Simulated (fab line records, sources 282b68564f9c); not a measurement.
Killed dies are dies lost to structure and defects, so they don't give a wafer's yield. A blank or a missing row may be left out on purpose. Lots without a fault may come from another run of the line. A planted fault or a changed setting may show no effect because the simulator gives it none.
fab line records | flow rit_cmos
record lots=14 wafers=42 last_day=7
route steps=202 shown SILICIDE@162 M1@202
lots that met no fault: from a run of the same line without faults
start_h: hours from the record's first day to the start of the lot's first wafer shown | wait_h: hours since the lot's step before | " the same as in the row above | L1.1+2: a row that stands for several wafers | - no value, or no start given | * or withheld: withheld | < > ~ a bound
route shown NAME@n: a module of which the file shows steps, and the number in the route of the first | usual: mean/standard deviation of fault-free wafers | same: alike in all rows | chamber/n: place in a boat | sites: the reading at each site | _std_site: their standard deviation | _edge_site: outer sites' mean less inner sites' | radius_mm: how far each site lies from the wafer's centre | mask NAME#n: copy n | behind: the tool/chamber that last shaped the wafer | hold: why the lot was held/for how many hours/how that ended | device: the transistor (n, p or np) that didn't switch | end of line: the same wafers' tests at the end of the route | a step without rows: its recipe alone | killed: dies lost to structure and defects at the first sort, not the wafer's yield | map: a wafer's dies, x killed, . not, _ none there
set.NAME: the setting as run; set.NAME@STEP: as run at that earlier step | model.NAME: the simulator's own value behind a step, which no gauge read
steps of the route over a sample of lots; a table a step, a row a wafer
services: from which hour (start_h, from the record's first day; less than 0 if before it) a tool's chamber was out of use, for how many hours, and why
## steps
# step RIT_SILICIDE_SPUTTER_01
# recipe material=Ti target_thk_nm=30 power_w=350 chamber_pressure_pa=0.667 gas=Ar time_s=240 substrate_temp_c=25
# usual throttle_valve_pct=30.0/0.85
# columns lot.wafer tool chamber start_h wait_h throttle_valve_pct
L997.2 pvd_sputter-01 - 49.52 0.0 30.6
L997.4 " - " " 30.7
L997.5 " - " " 30.8
L998.1 pvd_sputter-02 - 56.95 0.0 30.0
L998.4 " - " " 28.5
L998.6 " - " " 28.6
L999.1 pvd_sputter-01 - 61.48 0.0 30.4
L999.4 " - " " 29.2
L999.6 " - " " 30.5
L100.1 pvd_sputter-02 - 66.05 0.0 30.2
L100.4 " - " " 29.8
L100.6 " - " " 28.6
L101.2 pvd_sputter-01 - 71.40 0.0 30.5
L101.3 " - " " 31.0
L101.4 " - " " 30.9
L102.1 pvd_sputter-02 - 78.51 0.0 28.6
L102.3 " - " " 30.0
L102.4 " - " " 30.8
L104.2 pvd_sputter-02 - 89.92 0.0 31.0
L104.3 " - " " 30.2
L104.4 " - " " 30.1
L105.1 pvd_sputter-04 - 92.01 0.0 28.9
L105.2 " - " " 29.3
L105.6 " - " " 29.2
L106.3 pvd_sputter-02 - 97.59 0.0 31.0
L106.4 " - " " 29.6
L106.6 " - " " 31.2
L107.1 pvd_sputter-04 - 100.05 0.0 30.4
L107.3 " - " " 29.3
L107.6 " - " " 30.4
L110.4 pvd_sputter-02 - 116.04 0.0 28.5
L110.5 " - " " 30.2
L110.6 " - " " 30.9
L112.1 pvd_sputter-02 - 125.51 0.0 29.9
L112.4 " - " " 30.8
L112.5 " - " " 28.4
L117.2 pvd_sputter-04 - 153.85 0.0 30.5
L117.5 " - " " 29.1
L117.6 " - " " 30.8
L119.1 pvd_sputter-04 - 161.94 0.0 30.8
L119.5 " - " " 30.9
L119.6 " - " " 29.2
# step RIT_SILICIDE_RS_MEAS_02
# recipe thk_meas_gauge=four-point-probe reads=Ti_of_SILICIDE_SPUTTER_01
# usual SILICIDE_TI_RS=48.0/0.79
# columns lot.wafer tool chamber start_h wait_h hold SILICIDE_TI_RS[ohm/sq]
L997.2 film_metro-01 - 49.70 0.1 - 47.0
L997.4 " - " " - 47.9
L997.5 " - " " - 47.4
L998.1 film_metro-01 - 57.12 0.1 - 48.9
L998.4 " - " " - 48.6
L998.6 " - " " - 48.6
L999.1 film_metro-01 - 61.64 0.1 - 48.7
L999.4 " - " " - 48.9
L999.6 " - " " - 49.1
L100.1 film_metro-02 - 66.22 0.1 - 47.5
L100.4 " - " " - 47.9
L100.6 " - " " - 47.6
L101.2 film_metro-01 - 71.57 0.1 - 47.8
L101.3 " - " " - 48.0
L101.4 " - " " - 48.7
L102.1 film_metro-04 - 78.66 0.1 - 46.8
L102.3 " - " " - 47.5
L102.4 " - " " - 47.3
L104.2 film_metro-02 - 90.09 0.1 - 48.0
L104.3 " - " " - 47.4
L104.4 " - " " - 47.6
L105.1 film_metro-02 - 92.16 0.1 - 47.2
L105.2 " - " " - 49.0
L105.6 " - " " - 47.2
L106.3 film_metro-01 - 97.79 0.1 - 47.1
L106.4 " - " " - 47.6
L106.6 " - " " - 47.7
L107.1 film_metro-01 - 100.20 0.1 - 48.3
L107.3 " - " " - 49.2
L107.6 " - " " - 48.7
L110.4 film_metro-04 - 116.25 0.1 await_dispo/0.2h/release 47.4
L110.5 " - " " await_dispo/0.2h/release 46.2
L110.6 " - " " await_dispo/0.2h/release 71.0
L110.4 film_metro-04 - 116.53 0.3 - 47.9
L110.5 " - " " - 46.5
L110.6 " - " " - 71.9
L112.1 film_metro-01 - 125.66 0.1 await_dispo/0.2h/release 48.3
L112.4 " - " " await_dispo/0.2h/release 72.1
L112.5 " - " " await_dispo/0.2h/release 47.6
L112.1 film_metro-01 - 126.12 0.4 - 48.6
L112.4 " - " " - 73.3
L112.5 " - " " - 48.1
L117.2 film_metro-01 - 154.02 0.1 - 47.7
L117.5 " - " " - 48.4
L117.6 " - " " - 47.5
L119.1 film_metro-04 - 162.09 0.1 - 47.4
L119.5 " - " " - 47.6
L119.6 " - " " - 48.2
# step RIT_SILICIDE_THK_MEAS_03
# recipe thk_meas_gauge=xrf reads=Ti_of_SILICIDE_SPUTTER_01
# usual SILICIDE_TI_THK=29.4/0.45
# columns lot.wafer tool chamber start_h wait_h hold SILICIDE_TI_THK[nm]
L997.2 film_metro-01 - 49.81 0.1 - 29.7
L997.4 " - " " - 29.3
L997.5 " - " " - 29.5
L998.1 film_metro-01 - 57.24 0.1 - 28.7
L998.4 " - " " - 29.2
L998.6 " - " " - 29.0
L999.1 film_metro-01 - 61.76 0.1 - 28.9
L999.4 " - " " - 28.8
L999.6 " - " " - 28.6
L100.1 film_metro-02 - 66.34 0.1 - 29.7
L100.4 " - " " - 29.6
L100.6 " - " " - 29.7
L101.2 film_metro-01 - 71.68 0.1 - 29.3
L101.3 " - " " - 29.3
L101.4 " - " " - 28.9
L102.1 film_metro-04 - 78.78 0.1 - 30.3
L102.3 " - " " - 29.9
L102.4 " - " " - 29.9
L104.2 film_metro-02 - 90.20 0.1 - 29.5
L104.3 " - " " - 30.0
L104.4 " - " " - 29.8
L105.1 film_metro-02 - 92.28 0.1 - 29.9
L105.2 " - " " - 29.1
L105.6 " - " " - 29.9
L106.3 film_metro-01 - 97.89 0.1 - 29.6
L106.4 " - " " - 29.6
L106.6 " - " " - 29.4
L107.1 film_metro-01 - 100.32 0.1 - 29.0
L107.3 " - " " - 28.6
L107.6 " - " " - 28.8
L110.4 film_metro-04 - 118.29 1.7 await_dispo/0.2h/release 29.9
L110.5 " - " " await_dispo/0.2h/release 30.6
L110.6 " - " " await_dispo/0.2h/release 21.9
L110.4 film_metro-04 - 118.62 0.3 - 30.0
L110.5 " - " " - 30.6
L110.6 " - " " - 21.8
L112.1 film_metro-01 - 131.72 5.6 await_dispo/0.2h/release 29.2
L112.4 " - " " await_dispo/0.2h/release 21.3
L112.5 " - " " await_dispo/0.2h/release 29.4
L112.1 film_metro-01 - 131.95 0.2 - 29.2
L112.4 " - " " - 21.2
L112.5 " - " " - 29.5
L117.2 film_metro-01 - 154.13 0.1 - 29.7
L117.5 " - " " - 29.3
L117.6 " - " " - 29.8
L119.1 film_metro-04 - 162.21 0.1 - 29.6
L119.5 " - " " - 29.7
L119.6 " - " " - 29.4
# step RIT_M1_PROBE_99
# usual killed_at_M0_to_M3=0.0/0.14 killed_at_contacts=0.1/0.27 killed_at_front_end=7.2/2.9 killed_dies=7.3/2.9 killed_open=3.6/1.9 killed_short=3.8/1.9
# same gross_dies=264 killed_at_M4_up=0 killed_at_back_side=0 killed_at_other=0
# columns lot.wafer tool chamber start_h wait_h killed_at_M0_to_M3 killed_at_contacts killed_at_front_end killed_dies killed_open killed_short
L998.1 prober-01 - 65.99 0.1 0 0 5 5 2 3
L998.4 prober-01 - 66.14 0.2 0 1 8 9 5 4
L998.6 prober-01 - 66.24 0.2 0 0 6 6 2 4
L100.1 prober-02 - 73.56 0.1 0 0 12 12 5 7
L100.4 prober-02 - 73.71 0.2 0 0 6 6 3 3
L100.6 prober-02 - 73.81 0.2 0 0 8 8 4 4
L110.4 prober-02 - 130.72 0.2 0 0 5 5 2 3
L110.5 prober-02 - 130.77 0.2 0 0 8 8 4 4
L110.6 prober-02 - 130.82 0.2 0 0 5 5 2 3
L112.1 prober-02 - 141.29 0.1 0 2 3 5 5 0
L112.4 prober-02 - 141.44 0.2 0 0 7 7 2 5
L112.5 prober-02 - 141.49 0.2 0 0 7 7 3 4
L119.1 prober-01 - 168.74 0.1 0 0 9 9 4 5
L119.5 prober-01 - 168.94 0.2 0 0 14 14 8 6
L119.6 prober-01 - 168.99 0.2 0 0 5 5 4 1
# killed by level:class
L998.1 FOX1:geometric_particle:open=1 FOX1:geometric_particle:short=1 FOX2:geometric_particle:open=1 GATE:geometric_particle:short=1 SPACER:geometric_particle:short=1
L998.4 GATE:geometric_particle:open=2 FOX2:geometric_particle:open=1 GATE:geometric_particle:short=1 REOX:geometric_particle:short=1 SPACER:geometric_particle:short=1 SPACER:geometric_particle:open=1 SILICIDE:geometric_particle:open=1 CONTACT:geometric_particle:short=1
L998.6 GATE:geometric_particle:short=3 GATE:geometric_particle:open=2 SPACER:geometric_particle:short=1
L100.1 REOX:geometric_particle:short=4 GATE:geometric_particle:short=3 SILICIDE:geometric_particle:open=3 FOX1:geometric_particle:open=1 GATE:geometric_particle:open=1
L100.4 GATE:geometric_particle:short=2 GATE:geometric_particle:open=2 REOX:geometric_particle:short=1 REOX:geometric_particle:open=1
L100.6 GATE:geometric_particle:open=2 GATE:geometric_particle:short=2 FOX1:geometric_particle:short=1 SPACER:geometric_particle:open=1 SILICIDE:geometric_particle:short=1 SILICIDE:geometric_particle:open=1
L110.4 GATE:geometric_particle:short=1 REOX:geometric_particle:short=1 REOX:geometric_particle:open=1 SPACER:geometric_particle:open=1 SPACER:geometric_particle:short=1
L110.5 GATE:geometric_particle:short=4 GATE:geometric_particle:open=2 REOX:geometric_particle:open=1 SPACER:geometric_particle:open=1
L110.6 SILICIDE:geometric_particle:short=2 REOX:geometric_particle:short=1 SPACER:geometric_particle:open=1 SILICIDE:geometric_particle:open=1
L112.1 CONTACT:geometric_particle:open=2 FOX1:geometric_particle:open=1 GATE:geometric_particle:open=1 SPACER:geometric_particle:open=1
L112.4 GATE:geometric_particle:short=3 GATE:geometric_particle:open=2 FOX1:geometric_particle:short=1 SILICIDE:geometric_particle:short=1
L112.5 GATE:geometric_particle:short=3 GATE:geometric_particle:open=2 REOX:geometric_particle:open=1 SILICIDE:geometric_particle:short=1
L119.1 GATE:geometric_particle:open=3 GATE:geometric_particle:short=2 FOX1:geometric_particle:short=1 SPACER:geometric_particle:open=1 SPACER:geometric_particle:short=1 SILICIDE:geometric_particle:short=1
L119.5 GATE:geometric_particle:open=7 GATE:geometric_particle:short=4 SPACER:geometric_particle:short=2 REOX:geometric_particle:open=1
L119.6 GATE:geometric_particle:open=2 SILICIDE:geometric_particle:open=2 GATE:geometric_particle:short=1
## services
# columns tool chamber start_h hours kind
pvd_sputter-02 - 40.24 2.3 repair
pvd_sputter-04 - 94.50 0.7 repair
## key
first_sign step=RIT_SILICIDE_RS_MEAS_02 reading=visit direction=added
effect step=RIT_SILICIDE_RS_MEAS_02 reading=SILICIDE_TI_RS direction=up sigmas=30 usual=48.0 struck=71.5
effect step=RIT_SILICIDE_THK_MEAS_03 reading=visit direction=added
effect step=RIT_SILICIDE_THK_MEAS_03 reading=SILICIDE_TI_THK direction=down sigmas=18 usual=29.4 struck=21.6
met_at RIT_SILICIDE_SPUTTER_01
struck_lots L110,L112
struck_wafers L110.6,L112.4
tester_left_out L110,L112
loop_trim step=RIT_M1_EXPOSE_06 setting=dose lots=L110
onset_between 97.59 116.04
fault kind=process_parameter_drift tool=pvd_sputter-02 chamber=- onset_h=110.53 steps=RIT_SILICIDE_SPUTTER_01 channel=time_s offset=* shape=step end_h=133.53 stated=* scope=struck_wafers_only
# tester_left_out: of these lots the tester's yield and bins aren't shown, on N5 and GAA mostly nor the transistor test; their killed dies are dies lost to structure and defects alone, not to doping, threshold or leakage, so they don't give the yield
# loop_trim: a control loop set the setting to another value than it would have without faults
